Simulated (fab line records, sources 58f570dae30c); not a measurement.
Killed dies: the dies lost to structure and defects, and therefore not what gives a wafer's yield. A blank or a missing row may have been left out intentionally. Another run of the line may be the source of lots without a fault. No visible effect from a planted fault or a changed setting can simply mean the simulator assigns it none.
Matching of chambers    flow berkeley cmos170    4 sister chambers for UCB170_V2_ETCH_14 on rie diel-01
The step etches SiO2 in CHF3/CF4/Ar, stops on Al, target depth 1250 nm, time 291 s. 4 wafers are shown with their chamber, then 8 later ones without.

WAFERS PAIRED WITH THEIR CHAMBERS
wafer   chamber  drypump motor current A (A)
L080.3  2        5.9
L087.3  1        4.8
L087.6  0        5.5
L090.1  3        5.4

WAFERS WHOSE CHAMBER IS MISSING
wafer   drypump motor current A (A)
L090.2  5.5
L090.3  5.9
L090.4  4.8
L090.5  5.9
L090.6  4.8
L092.4  5.3
L092.5  5.5
L092.6  5.3

THE CHAMBER EACH PASSED THROUGH
wafer   from the rows above      in truth
L090.2  can't be placed: 0 or 3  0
L090.3  2                        2
L090.4  1                        1
L090.5  2                        2
L090.6  1                        1
L092.4  can't be placed: 3 or 0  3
L092.5  can't be placed: 0 or 3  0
L092.6  can't be placed: 3 or 0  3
Correctly placed: 4 of 8. Unplaceable from these rows: 4, with the true chamber sitting among the candidates in 4. Number placed wrongly: 0.
How it was worked out, from the rows above alone: a wafer's distance from a chamber is the root of the sum, over the readings, of the square of ((its reading less the chamber's mean) divided by the reading's scatter). The wafer belongs to the nearest chamber; if the next one is less than 2 further off, it can't be placed. The mean given for a chamber averages the wafers shown for that chamber. The scatter: with one shown wafer a chamber, the root of the mean of the squares of how far each hidden wafer lies from its nearest shown one.
